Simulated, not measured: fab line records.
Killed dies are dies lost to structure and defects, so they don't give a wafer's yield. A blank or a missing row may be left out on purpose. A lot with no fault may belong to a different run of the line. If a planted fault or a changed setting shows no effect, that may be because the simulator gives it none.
fab line records + flow rit_cmos
record
- lots=6
- wafers=18
- last_day=7
route steps=202 shown PSD@150 SDANNEAL@153 NSD@158 PLDD@159 NLDD@160 SILICIDE@161 M1@202
lots that met no fault: from a run of the same line without faults
start_h: hours from the record's first day to the start of the lot's first wafer shown + wait_h: hours from the lot's prior step to this one + " as in the row above + L1.1+2: several wafers, shown together as one row + - no value, or no start was given + * or withheld: withheld + < > ~ a bound
route shown NAME@n: names a module that has steps shown in the file, with the first one's number in the route + usual: mean and standard deviation over wafers with no fault + same: alike in all rows + chamber/n: place in a boat + sites: the reading at each site + _std_site: standard deviation of those values + _edge_site: outer sites' mean less inner sites' + radius_mm: for every site, how far away it sits from the centre of the wafer + mask NAME#n: copy n + behind: tool/chamber where the wafer was last shaped + hold: why the lot went on hold/how many hours it stayed there/how the hold came to an end + device: transistor that didn't switch, given as n, p or np + end of line: the tests these same wafers got at the end of their route + where a step has no rows: the recipe by itself + killed: the dies lost at the first sort to structure and to defects; this is not the yield of the wafer + map: the dies of a wafer, with x for killed, . for not killed, _ for no die there
set.NAME: the setting the step ran with; set.NAME@STEP: the setting that earlier step ran with + model.NAME: the simulator's own value behind a step, which no gauge read
lots at selected steps of the route; one table per step, one row per wafer
services: from which hour (start_h, from the record's first day; less than 0 if before it) a tool's chamber was out of use, for how many hours, and why
## steps
# step RIT_PSD_IMPLANT_08
# recipe
- species=BF2
- energy_kev=27
- dose_cm2=5e+15
- tilt_deg=7
# step RIT_PSD_STRIP_09
# recipe
- chemistry=O2
- time_s=180
- resist=NOVOLAK
- platen_temp_c=withheld
- power_w=500
- pressure_mtorr=4000
- o2_flow_sccm=4000
# usual
- chamber_pressure_mTorr=4000/3.7
- drypump_motor_current_A=5.8/0.52
# same
- time_s=180
| lot.wafer | tool            | chamber | start_h | wait_h | chamber_pressure_mTorr | drypump_motor_current_A | rf_hours_counter_h |
|-----------|-----------------|---------|---------|--------|------------------------|-------------------------|--------------------|
| L862.1    | plasma_asher-01 | 1       | 65.93   | 0.1    | 3996                   | 5.2                     | 38                 |
| L862.2    | "               | 0       | "       | "      | 3997                   | 5.5                     | 38                 |
| L862.4    | "               | 0       | "       | "      | 3997                   | 5.5                     | -                  |
| L863.4    | plasma_asher-01 | 0       | 72.82   | 0.2    | 3998                   | 5.5                     | -                  |
| L863.5    | "               | 1       | "       | "      | 3996                   | 5.1                     | -                  |
| L863.6    | "               | 0       | "       | "      | 4002                   | 5.5                     | -                  |
| L867.1    | plasma_asher-03 | 1       | 90.59   | 0.1    | 4003                   | 6.7                     | 47                 |
| L867.2    | "               | 0       | "       | "      | 4002                   | 5.9                     | 47                 |
| L867.5    | "               | 1       | "       | "      | 3999                   | 6.7                     | -                  |
| L870.1    | plasma_asher-02 | 1       | 103.66  | 0.1    | 3998                   | 5.5                     | 46                 |
| L870.5    | "               | 0       | "       | "      | 4001                   | 5.6                     | -                  |
| L870.6    | "               | 1       | "       | "      | 4003                   | 5.5                     | -                  |
| L874.1    | plasma_asher-02 | 1       | 124.74  | 0.1    | 4002                   | 5.5                     | 49                 |
| L874.4    | "               | 1       | "       | "      | 4001                   | 5.5                     | -                  |
| L874.6    | "               | 1       | "       | "      | 4003                   | 5.5                     | -                  |
| L879.2    | plasma_asher-02 | 1       | 149.20  | 0.1    | 3997                   | 5.5                     | 52                 |
| L879.4    | "               | 1       | "       | "      | 3999                   | 5.5                     | -                  |
| L879.5    | "               | 0       | "       | "      | 3995                   | 5.6                     | -                  |
# step RIT_PSD_TW_MEAS_10
# usual
- PSD_TW=3409/24
| lot.wafer | tool          | chamber | start_h | wait_h | PSD_TW |
|-----------|---------------|---------|---------|--------|--------|
| L862.1    | film_metro-01 | -       | 66.11   | 0.1    | 3415   |
| L862.2    | "             | -       | "       | "      | 3430   |
| L862.4    | "             | -       | "       | "      | 3428   |
| L863.4    | film_metro-03 | -       | 72.96   | 0.1    | 3381   |
| L863.5    | "             | -       | "       | "      | 3359   |
| L863.6    | "             | -       | "       | "      | 3368   |
| L867.1    | film_metro-01 | -       | 90.76   | 0.1    | 3441   |
| L867.2    | "             | -       | "       | "      | 3425   |
| L867.5    | "             | -       | "       | "      | 3437   |
| L870.1    | film_metro-01 | -       | 103.83  | 0.1    | 3399   |
| L870.5    | "             | -       | "       | "      | 3401   |
| L870.6    | "             | -       | "       | "      | 3397   |
| L874.1    | film_metro-04 | -       | 124.91  | 0.1    | 3375   |
| L874.4    | "             | -       | "       | "      | 3395   |
| L874.6    | "             | -       | "       | "      | 3394   |
| L879.2    | film_metro-04 | -       | 149.38  | 0.1    | 3396   |
| L879.4    | "             | -       | "       | "      | 3402   |
| L879.5    | "             | -       | "       | "      | 3394   |
# step RIT_SDANNEAL_CLEAN_00
# recipe
- chemistry=SC1
- mix=3:3:50
- time_s=600
- temp_c=75
# step RIT_SDANNEAL_CLEAN_01
# recipe
- chemistry=dHF
- dilution=50:1
- time_s=30
# step RIT_SDANNEAL_CLEAN_02
# recipe
- chemistry=SC2
- mix=3:3:50
- time_s=600
- temp_c=75
- dry=n2_spin
# step RIT_SDANNEAL_RTA_03
# recipe
- temp_c=1050
- time_s=5
- idle_temp_c=600
- ramp_up_c_per_s=342
- ramp_down_c_per_s=171
- cool_to_c=600
- ambient=N2
# usual
- anneal_temp_c_max=1056.6/1.7
- wafer_temp_C_max=1053.5/1.1
# same
- time_s=5
| lot.wafer | tool          | chamber | start_h | wait_h | anneal_temp_c_max | wafer_temp_C_max |
|-----------|---------------|---------|---------|--------|-------------------|------------------|
| L862.1    | rtp_anneal-02 | 0       | 66.53   | 0.0    | 1057.1            | 1054.3           |
| L862.2    | "             | 0       | "       | "      | 1059.8            | 1053.6           |
| L862.4    | "             | 0       | "       | "      | 1058.5            | 1054.2           |
| L863.4    | rtp_anneal-02 | 0       | 73.42   | 0.0    | 1056.2            | 1053.7           |
| L863.5    | "             | 0       | "       | "      | 1056.0            | 1053.6           |
| L863.6    | "             | 0       | "       | "      | 1057.5            | 1053.0           |
| L867.1    | rtp_anneal-02 | 0       | 91.21   | 0.0    | 1059.8            | 1053.3           |
| L867.2    | "             | 0       | "       | "      | 1059.3            | 1052.5           |
| L867.5    | "             | 0       | "       | "      | 1057.1            | 1054.1           |
| L870.1    | rtp_anneal-02 | 0       | 104.26  | 0.0    | 1060.3            | 1052.7           |
| L870.5    | "             | 0       | "       | "      | 1059.7            | 1055.8           |
| L870.6    | "             | 0       | "       | "      | 1055.7            | 1056.2           |
| L874.1    | rtp_anneal-01 | 0       | 125.38  | 0.0    | 1055.2            | 1052.8           |
| L874.4    | "             | 0       | "       | "      | 1056.2            | 1054.7           |
| L874.6    | "             | 0       | "       | "      | 1053.7            | 1053.5           |
| L879.2    | rtp_anneal-02 | 0       | 149.82  | 0.0    | 1058.2            | 1053.3           |
| L879.4    | "             | 0       | "       | "      | 1058.7            | 1052.2           |
| L879.5    | "             | 0       | "       | "      | 1056.8            | 1053.7           |
# step RIT_SDANNEAL_RS_MEAS_04
# recipe
- thk_meas_gauge=four-point-probe
# usual
- PSD_RS=115.9/0.34
| lot.wafer | tool          | chamber | start_h | wait_h | PSD_RS[ohm/sq] |
|-----------|---------------|---------|---------|--------|----------------|
| L862.1    | film_metro-01 | -       | 66.59   | 0.0    | 116.0          |
| L862.2    | "             | -       | "       | "      | 116.3          |
| L862.4    | "             | -       | "       | "      | 116.2          |
| L863.4    | film_metro-04 | -       | 73.51   | 0.1    | 115.9          |
| L863.5    | "             | -       | "       | "      | 115.6          |
| L863.6    | "             | -       | "       | "      | 116.0          |
| L867.1    | film_metro-04 | -       | 91.27   | 0.0    | 115.7          |
| L867.2    | "             | -       | "       | "      | 115.7          |
| L867.5    | "             | -       | "       | "      | 115.5          |
| L870.1    | film_metro-04 | -       | 104.32  | 0.0    | 115.8          |
| L870.5    | "             | -       | "       | "      | 115.8          |
| L870.6    | "             | -       | "       | "      | 115.5          |
| L874.1    | film_metro-04 | -       | 125.43  | 0.0    | 116.4          |
| L874.4    | "             | -       | "       | "      | 116.1          |
| L874.6    | "             | -       | "       | "      | 116.3          |
| L879.2    | film_metro-04 | -       | 149.89  | 0.1    | 116.0          |
| L879.4    | "             | -       | "       | "      | 116.2          |
| L879.5    | "             | -       | "       | "      | 116.4          |
# step RIT_SDANNEAL_RS_MEAS_05
# recipe
- thk_meas_gauge=four-point-probe
# usual
- NSD_RS=84.57/0.3
| lot.wafer | tool          | chamber | start_h | wait_h | NSD_RS[ohm/sq] |
|-----------|---------------|---------|---------|--------|----------------|
| L862.1    | film_metro-01 | -       | 66.71   | 0.1    | 84.82          |
| L862.2    | "             | -       | "       | "      | 84.87          |
| L862.4    | "             | -       | "       | "      | 85.10          |
| L863.4    | film_metro-04 | -       | 73.63   | 0.1    | 84.48          |
| L863.5    | "             | -       | "       | "      | 84.60          |
| L863.6    | "             | -       | "       | "      | 84.65          |
| L867.1    | film_metro-04 | -       | 91.39   | 0.1    | 84.96          |
| L867.2    | "             | -       | "       | "      | 84.68          |
| L867.5    | "             | -       | "       | "      | 84.62          |
| L870.1    | film_metro-04 | -       | 104.44  | 0.1    | 84.08          |
| L870.5    | "             | -       | "       | "      | 83.94          |
| L870.6    | "             | -       | "       | "      | 83.94          |
| L874.1    | film_metro-04 | -       | 125.55  | 0.1    | 84.69          |
| L874.4    | "             | -       | "       | "      | 84.65          |
| L874.6    | "             | -       | "       | "      | 84.51          |
| L879.2    | film_metro-04 | -       | 150.01  | 0.1    | 84.53          |
| L879.4    | "             | -       | "       | "      | 84.75          |
| L879.5    | "             | -       | "       | "      | 84.43          |
# step RIT_SDANNEAL_RS_MEAS_06
# recipe
- thk_meas_gauge=four-point-probe
# usual
- PLDD_RS=178.7/0.41
| lot.wafer | tool          | chamber | start_h | wait_h | PLDD_RS[ohm/sq] |
|-----------|---------------|---------|---------|--------|-----------------|
| L862.1    | film_metro-01 | -       | 66.83   | 0.1    | 178.6           |
| L862.2    | "             | -       | "       | "      | 178.7           |
| L862.4    | "             | -       | "       | "      | 178.9           |
| L863.4    | film_metro-04 | -       | 73.75   | 0.1    | 179.1           |
| L863.5    | "             | -       | "       | "      | 179.2           |
| L863.6    | "             | -       | "       | "      | 179.4           |
| L867.1    | film_metro-04 | -       | 91.51   | 0.1    | 178.6           |
| L867.2    | "             | -       | "       | "      | 178.9           |
| L867.5    | "             | -       | "       | "      | 178.5           |
| L870.1    | film_metro-04 | -       | 104.56  | 0.1    | 178.2           |
| L870.5    | "             | -       | "       | "      | 178.2           |
| L870.6    | "             | -       | "       | "      | 178.3           |
| L874.1    | film_metro-04 | -       | 125.67  | 0.1    | 178.9           |
| L874.4    | "             | -       | "       | "      | 179.2           |
| L874.6    | "             | -       | "       | "      | 178.9           |
| L879.2    | film_metro-04 | -       | 150.13  | 0.1    | 179.2           |
| L879.4    | "             | -       | "       | "      | 179.4           |
| L879.5    | "             | -       | "       | "      | 179.2           |
# step RIT_SDANNEAL_RS_MEAS_07
# recipe
- thk_meas_gauge=four-point-probe
# usual
- NLDD_RS=151.5/0.45
| lot.wafer | tool          | chamber | start_h | wait_h | NLDD_RS[ohm/sq] |
|-----------|---------------|---------|---------|--------|-----------------|
| L862.1    | film_metro-01 | -       | 66.95   | 0.1    | 151.1           |
| L862.2    | "             | -       | "       | "      | 152.0           |
| L862.4    | "             | -       | "       | "      | 151.7           |
| L863.4    | film_metro-04 | -       | 73.87   | 0.1    | 150.7           |
| L863.5    | "             | -       | "       | "      | 150.4           |
| L863.6    | "             | -       | "       | "      | 151.4           |
| L867.1    | film_metro-04 | -       | 91.63   | 0.1    | 151.1           |
| L867.2    | "             | -       | "       | "      | 151.7           |
| L867.5    | "             | -       | "       | "      | 151.6           |
| L870.1    | film_metro-04 | -       | 104.68  | 0.1    | 151.7           |
| L870.5    | "             | -       | "       | "      | 151.8           |
| L870.6    | "             | -       | "       | "      | 151.8           |
| L874.1    | film_metro-04 | -       | 125.79  | 0.1    | 151.5           |
| L874.4    | "             | -       | "       | "      | 151.8           |
| L874.6    | "             | -       | "       | "      | 151.8           |
| L879.2    | film_metro-04 | -       | 150.25  | 0.1    | 151.1           |
| L879.4    | "             | -       | "       | "      | 151.1           |
| L879.5    | "             | -       | "       | "      | 151.8           |
# step RIT_SILICIDE_WET_ETCH_00
# recipe
- chemistry=BOE
- target=SiO2
- target_depth_nm=14
- time_s=15
- dry=n2_spin
- dilution=10:1
- temp_c=21.5
# step RIT_SILICIDE_SPUTTER_01
# recipe
- material=Ti
- target_thk_nm=30
- power_w=350
- chamber_pressure_pa=0.667
- gas=Ar
- time_s=240
- substrate_temp_c=25
# usual
- throttle_valve_pct=29.6/1
| lot.wafer | tool           | chamber | start_h | wait_h | throttle_valve_pct | model.Ti_of_SILICIDE_SPUTTER_01.thk_nm |
|-----------|----------------|---------|---------|--------|--------------------|----------------------------------------|
| L862.1    | pvd_sputter-03 | -       | 67.09   | 0.0    | 30.8               | 29.36                                  |
| L862.2    | "              | -       | "       | "      | 29.9               | 29.7                                   |
| L862.4    | "              | -       | "       | "      | 28.2               | 29.33                                  |
| L863.4    | pvd_sputter-03 | -       | 73.95   | 0.0    | 28.6               | 30.3                                   |
| L863.5    | "              | -       | "       | "      | 31.2               | 29.94                                  |
| L863.6    | "              | -       | "       | "      | 28.2               | 30.28                                  |
| L867.1    | pvd_sputter-04 | -       | 91.76   | 0.0    | 28.1               | 43.84                                  |
| L867.2    | "              | -       | "       | "      | 29.2               | 44                                     |
| L867.5    | "              | -       | "       | "      | 29.2               | 43.97                                  |
| L870.1    | pvd_sputter-04 | -       | 104.81  | 0.0    | 30.0               | 43.83                                  |
| L870.5    | "              | -       | "       | "      | 28.2               | 43.61                                  |
| L870.6    | "              | -       | "       | "      | 30.9               | 43.52                                  |
| L874.1    | pvd_sputter-02 | -       | 125.93  | 0.0    | 29.4               | 30.78                                  |
| L874.4    | "              | -       | "       | "      | 31.1               | 29.94                                  |
| L874.6    | "              | -       | "       | "      | 30.0               | 30.41                                  |
| L879.2    | pvd_sputter-02 | -       | 150.37  | 0.0    | 29.9               | 29.89                                  |
| L879.4    | "              | -       | "       | "      | 30.3               | 29.5                                   |
| L879.5    | "              | -       | "       | "      | 29.3               | 30.26                                  |
# step RIT_SILICIDE_RS_MEAS_02
# recipe
- thk_meas_gauge=four-point-probe
- reads=Ti_of_SILICIDE_SPUTTER_01
# usual
- SILICIDE_TI_RS=47.7/0.71
| lot.wafer | tool          | chamber | start_h | wait_h | SILICIDE_TI_RS[ohm/sq] |
|-----------|---------------|---------|---------|--------|------------------------|
| L862.1    | film_metro-02 | -       | 67.24   | 0.1    | 49.2                   |
| L862.2    | "             | -       | "       | "      | 48.5                   |
| L862.4    | "             | -       | "       | "      | 49.3                   |
| L863.4    | film_metro-03 | -       | 74.16   | 0.1    | 47.3                   |
| L863.5    | "             | -       | "       | "      | 48.0                   |
| L863.6    | "             | -       | "       | "      | 47.2                   |
| L867.1    | film_metro-02 | -       | 91.91   | 0.1    | 29.9                   |
| L867.2    | "             | -       | "       | "      | 29.8                   |
| L867.5    | "             | -       | "       | "      | 29.8                   |
| L870.1    | film_metro-02 | -       | 104.96  | 0.1    | 30.0                   |
| L870.5    | "             | -       | "       | "      | 30.1                   |
| L870.6    | "             | -       | "       | "      | 30.2                   |
| L874.1    | film_metro-01 | -       | 126.10  | 0.1    | 46.4                   |
| L874.4    | "             | -       | "       | "      | 48.1                   |
| L874.6    | "             | -       | "       | "      | 47.0                   |
| L879.2    | film_metro-02 | -       | 150.55  | 0.1    | 48.1                   |
| L879.4    | "             | -       | "       | "      | 48.8                   |
| L879.5    | "             | -       | "       | "      | 47.5                   |
# step RIT_SILICIDE_THK_MEAS_03
# recipe
- thk_meas_gauge=xrf
- reads=Ti_of_SILICIDE_SPUTTER_01
# usual
- SILICIDE_TI_THK=30.3/0.37
| lot.wafer | tool          | chamber | start_h | wait_h | SILICIDE_TI_THK[nm] |
|-----------|---------------|---------|---------|--------|---------------------|
| L862.1    | film_metro-02 | -       | 67.36   | 0.1    | 29.5                |
| L862.2    | "             | -       | "       | "      | 29.8                |
| L862.4    | "             | -       | "       | "      | 29.3                |
| L863.4    | film_metro-03 | -       | 74.25   | 0.1    | 30.5                |
| L863.5    | "             | -       | "       | "      | 30.2                |
| L863.6    | "             | -       | "       | "      | 30.5                |
| L867.1    | film_metro-02 | -       | 92.03   | 0.1    | 44.0                |
| L867.2    | "             | -       | "       | "      | 44.4                |
| L867.5    | "             | -       | "       | "      | 44.2                |
| L870.1    | film_metro-02 | -       | 105.08  | 0.1    | 44.1                |
| L870.5    | "             | -       | "       | "      | 44.0                |
| L870.6    | "             | -       | "       | "      | 43.7                |
| L874.1    | film_metro-01 | -       | 126.22  | 0.1    | 31.1                |
| L874.4    | "             | -       | "       | "      | 30.3                |
| L874.6    | "             | -       | "       | "      | 30.7                |
| L879.2    | film_metro-02 | -       | 150.66  | 0.1    | 30.1                |
| L879.4    | "             | -       | "       | "      | 29.6                |
| L879.5    | "             | -       | "       | "      | 30.5                |
# step RIT_SILICIDE_RTA_04
# recipe
- temp_c=650
- time_s=10
- idle_temp_c=25
- ramp_up_s=5
- ramp_down_s=5
- cool_to_c=25
- ambient=N2
# usual
- anneal_temp_c_max=654.1/1.1
- wafer_temp_C_max=653.1/0.7
# same
- time_s=10
| lot.wafer | tool          | chamber | start_h | wait_h | anneal_temp_c_max | wafer_temp_C_max |
|-----------|---------------|---------|---------|--------|-------------------|------------------|
| L862.1    | rtp_anneal-01 | 0       | 67.42   | 0.1    | 652.2             | 653.3            |
| L862.2    | "             | 0       | "       | "      | 654.4             | 653.1            |
| L862.4    | "             | 0       | "       | "      | 653.7             | 652.4            |
| L863.4    | rtp_anneal-01 | 0       | 74.31   | 0.1    | 652.8             | 653.3            |
| L863.5    | "             | 0       | "       | "      | 653.9             | 652.6            |
| L863.6    | "             | 0       | "       | "      | 653.5             | 653.1            |
| L867.1    | rtp_anneal-01 | 0       | 92.09   | 0.1    | 654.7             | 652.5            |
| L867.2    | "             | 0       | "       | "      | 653.4             | 653.0            |
| L867.5    | "             | 0       | "       | "      | 653.3             | 653.0            |
| L870.1    | rtp_anneal-01 | 0       | 105.14  | 0.1    | 654.0             | 651.9            |
| L870.5    | "             | 0       | "       | "      | 652.5             | 655.3            |
| L870.6    | "             | 0       | "       | "      | 653.3             | 652.7            |
| L874.1    | rtp_anneal-02 | 0       | 126.28  | 0.1    | 654.3             | 652.8            |
| L874.4    | "             | 0       | "       | "      | 655.2             | 652.7            |
| L874.6    | "             | 0       | "       | "      | 655.2             | 653.6            |
| L879.2    | rtp_anneal-01 | 0       | 150.73  | 0.1    | 654.0             | 652.7            |
| L879.4    | "             | 0       | "       | "      | 652.6             | 652.3            |
| L879.5    | "             | 0       | "       | "      | 654.1             | 652.8            |
# step RIT_M1_PROBE_99
# usual
- killed_at_front_end=7/3
- killed_dies=7/3
- killed_open=3.6/1.9
- killed_short=3.2/1.8
# same
- gross_dies=264
- killed_at_M0_to_M3=0
- killed_at_M4_up=0
- killed_at_back_side=0
- killed_at_contacts=0
- killed_at_other=0
| lot.wafer | tool      | chamber | start_h | wait_h | killed_at_front_end | killed_dies | killed_open | killed_short | model.etest.nmos_0p3.r_on_ohm_um | model.etest.nmos_0p15.r_on_ohm_um | model.etest.npoly_line.line_ohm_um | model.etest.contact_nplus.end_ohm_um | model.etest.ppoly_line.line_ohm_um | model.etest.contact_pplus.end_ohm_um | model.etest.ppoly_line.width_nm | model.etest.npoly_line.width_nm |
|-----------|-----------|---------|---------|--------|---------------------|-------------|-------------|--------------|----------------------------------|-----------------------------------|------------------------------------|--------------------------------------|------------------------------------|--------------------------------------|---------------------------------|---------------------------------|
| L862.1    | prober-01 | -       | 74.13   | 0.1    | 7                   | 7           | 3           | 4            | 2141                             | 1140                              | 165                                | 41.37                                | 161.1                              | 43.39                                | 104.1                           | 103.4                           |
| L862.2    | prober-01 | -       | 74.18   | 0.1    | 3                   | 3           | 2           | 1            | 2096                             | 1066                              | 167.9                              | 40.96                                | 161                                | 44.2                                 | 102                             | 101.8                           |
| L862.4    | prober-01 | -       | 74.28   | 0.2    | 6                   | 6           | 3           | 3            | 2139                             | 1083                              | 173.9                              | 42.08                                | 166                                | 43.09                                | 101.4                           | 100.5                           |
| L863.4    | prober-01 | -       | 81.00   | 0.2    | 8                   | 8           | 2           | 6            | 2192                             | 1157                              | 160.2                              | 42.2                                 | 156.8                              | 43.98                                | 105.9                           | 104.9                           |
| L863.5    | prober-01 | -       | 81.05   | 0.2    | 10                  | 10          | 5           | 5            | 2242                             | 1170                              | 159.2                              | 41.36                                | 155.1                              | 43.61                                | 106.4                           | 106.7                           |
| L863.6    | prober-01 | -       | 81.10   | 0.2    | 9                   | 9           | 4           | 5            | 2250                             | 1189                              | 154.2                              | 41.63                                | 149.3                              | 44.36                                | 108.3                           | 107.7                           |
| L867.1    | prober-01 | -       | 98.67   | 0.1    | 14                  | 14          | 7           | 7            | 2303                             | 1253                              | 144.6                              | 69.68                                | 143.3                              | 62.19                                | 93.62                           | 93.82                           |
| L867.2    | prober-01 | -       | 98.72   | 0.1    | 8                   | 8           | 5           | 3            | 2320                             | 1258                              | 145.6                              | 67.4                                 | 142.4                              | 62.24                                | 94.33                           | 93.27                           |
| L867.5    | prober-01 | -       | 98.87   | 0.2    | 5                   | 5           | 1           | 4            | 2309                             | 1253                              | 148.4                              | 67.55                                | 146.6                              | 61.14                                | 92.92                           | 92.3                            |
| L870.1    | prober-01 | -       | 112.01  | 0.1    | 11                  | 11          | 5           | 6            | 2198                             | 1178                              | 142.3                              | 62.56                                | 140.8                              | 63.29                                | 95.55                           | 94.96                           |
| L870.5    | prober-01 | -       | 112.21  | 0.2    | 7                   | 7           | 3           | 4            | 2204                             | 1161                              | 146.4                              | 59.54                                | 142.2                              | 62.43                                | 94.55                           | 93.94                           |
| L870.6    | prober-01 | -       | 112.26  | 0.2    | 7                   | 7           | 3           | 4            | 2222                             | 1195                              | 146.5                              | 61.61                                | 138.7                              | 64.27                                | 95.28                           | 94.12                           |
| L874.1    | prober-02 | -       | 132.99  | 0.1    | 4                   | 4           | 2           | 2            | 2153                             | 1149                              | 153.3                              | 41.73                                | 149.2                              | 42.93                                | 106.9                           | 106.1                           |
| L874.4    | prober-02 | -       | 133.14  | 0.2    | 2                   | 2           | 1           | 1            | 2138                             | 1117                              | 159                                | 40.95                                | 154.1                              | 40.73                                | 106.8                           | 105.5                           |
| L874.6    | prober-02 | -       | 133.24  | 0.2    | 9                   | 9           | 5           | 4            | 2169                             | 1132                              | 163                                | 41.07                                | 157.3                              | 43.09                                | 103.5                           | 102.9                           |
| L879.2    | prober-01 | -       | 157.60  | 0.1    | 9                   | 9           | 4           | 5            | 2088                             | 1035                              | 165.5                              | 38.85                                | 158.1                              | 43.48                                | 103.8                           | 102.7                           |
| L879.4    | prober-01 | -       | 157.70  | 0.2    | 1                   | 1           | 1           | 0            | 2104                             | 1084                              | 169.6                              | 40.97                                | 164.3                              | 44.23                                | 102.8                           | 102.1                           |
| L879.5    | prober-01 | -       | 157.75  | 0.2    | 5                   | 5           | 2           | 3            | 2110                             | 1030                              | 170.7                              | 41.94                                | 163.2                              | 43.81                                | 100.9                           | 99.64                           |
# killed by level:class
L862.1 GATE:geometric_particle:short=2 SILICIDE:geometric_particle:short=2 FOX1:geometric_particle:open=1 REOX:geometric_particle:open=1 SILICIDE:geometric_particle:open=1
L862.2 FOX2:geometric_particle:open=1 REOX:geometric_particle:open=1 REOX:geometric_particle:short=1
L862.4 SPACER:geometric_particle:short=2 SPACER:geometric_particle:open=2 REOX:geometric_particle:open=1 REOX:geometric_particle:short=1
L863.4 GATE:geometric_particle:short=5 FOX1:geometric_particle:short=1 FOX2:geometric_particle:open=1 GATE:geometric_particle:open=1
L863.5 SILICIDE:geometric_particle:short=3 FOX1:geometric_particle:open=2 REOX:geometric_particle:short=2 REOX:geometric_particle:open=2 GATE:geometric_particle:open=1
L863.6 FOX1:geometric_particle:open=2 REOX:geometric_particle:open=2 REOX:geometric_particle:short=2 FOX2:geometric_particle:short=1 GATE:geometric_particle:short=1 SPACER:geometric_particle:short=1
L867.1 GATE:geometric_particle:open=4 SPACER:geometric_particle:short=3 GATE:geometric_particle:short=2 SPACER:geometric_particle:open=2 REOX:geometric_particle:short=1 SILICIDE:geometric_particle:open=1 SILICIDE:geometric_particle:short=1
L867.2 FOX1:geometric_particle:open=3 SPACER:geometric_particle:short=2 FOX1:geometric_particle:short=1 GATE:geometric_particle:open=1 SPACER:geometric_particle:open=1
L867.5 SILICIDE:geometric_particle:short=3 FOX2:geometric_particle:short=1 SPACER:geometric_particle:open=1
L870.1 FOX2:geometric_particle:short=3 GATE:geometric_particle:short=3 GATE:geometric_particle:open=3 REOX:geometric_particle:open=1 SILICIDE:geometric_particle:open=1
L870.5 GATE:geometric_particle:short=3 GATE:geometric_particle:open=2 REOX:geometric_particle:open=1 SILICIDE:geometric_particle:short=1
L870.6 GATE:geometric_particle:short=2 GATE:geometric_particle:open=2 SILICIDE:geometric_particle:short=2 REOX:geometric_particle:open=1
L874.1 GATE:geometric_particle:open=2 GATE:geometric_particle:short=1 SPACER:geometric_particle:short=1
L874.4 FOX1:geometric_particle:open=1 SPACER:geometric_particle:short=1
L874.6 FOX1:geometric_particle:open=3 GATE:geometric_particle:open=2 GATE:geometric_particle:short=2 FOX1:geometric_particle:short=1 SPACER:geometric_particle:short=1
L879.2 GATE:geometric_particle:short=4 SPACER:geometric_particle:open=2 FOX1:geometric_particle:open=1 FOX2:geometric_particle:short=1 GATE:geometric_particle:open=1
L879.4 SPACER:geometric_particle:open=1
L879.5 FOX1:geometric_particle:short=1 REOX:geometric_particle:short=1 SPACER:geometric_particle:short=1 SPACER:geometric_particle:open=1 SILICIDE:geometric_particle:open=1
## services
| tool            | chamber | start_h | hours | kind       |
|-----------------|---------|---------|-------|------------|
| pvd_sputter-02  | -       | 74.09   | 4.8   | repair     |
| plasma_asher-03 | -       | 108.75  | 9.0   | pm         |
| plasma_asher-03 | 0       | 108.75  | 9.0   | vent_cycle |
| plasma_asher-03 | 1       | 108.75  | 9.0   | vent_cycle |
| pvd_sputter-03  | -       | 114.24  | 2.6   | repair     |
| plasma_asher-03 | 0       | 117.75  | -     | clean      |
| plasma_asher-03 | 1       | 117.75  | -     | clean      |
## key
first_sign
- step=RIT_SILICIDE_RS_MEAS_02
- reading=SILICIDE_TI_RS
- direction=down
- sigmas=25
- usual=47.7
- struck=30.0
effect
- step=RIT_SILICIDE_THK_MEAS_03
- reading=SILICIDE_TI_THK
- direction=up
- sigmas=38
- usual=30.3
- struck=44.1
model_effect
- step=RIT_SILICIDE_SPUTTER_01
- value=Ti_of_SILICIDE_SPUTTER_01.thk_nm
- without=30.29
- struck=43.79
model_effect
- step=RIT_M1_PROBE_99
- value=etest.nmos_0p3.r_on_ohm_um
- without=2191
- struck=2259
met_at RIT_SILICIDE_SPUTTER_01
struck_wafers L867.1,L867.2,L867.5,L870.1,L870.5,L870.6
tester_left_out L867,L870
fault
- kind=process_parameter_drift
- tool=pvd_sputter-04
- chamber=-
- onset_h=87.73
- steps=RIT_SILICIDE_SPUTTER_01
- channel=target_thk_nm
- offset=13.5
- shape=step
- end_h=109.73
- acts_in=these_recipes_only
- stated=30
# tester_left_out: of these lots the tester's yield and bins aren't shown, on N5 and GAA mostly nor the transistor test; their killed dies are dies lost to structure and defects alone, not to doping, threshold or leakage, so they don't give the yield
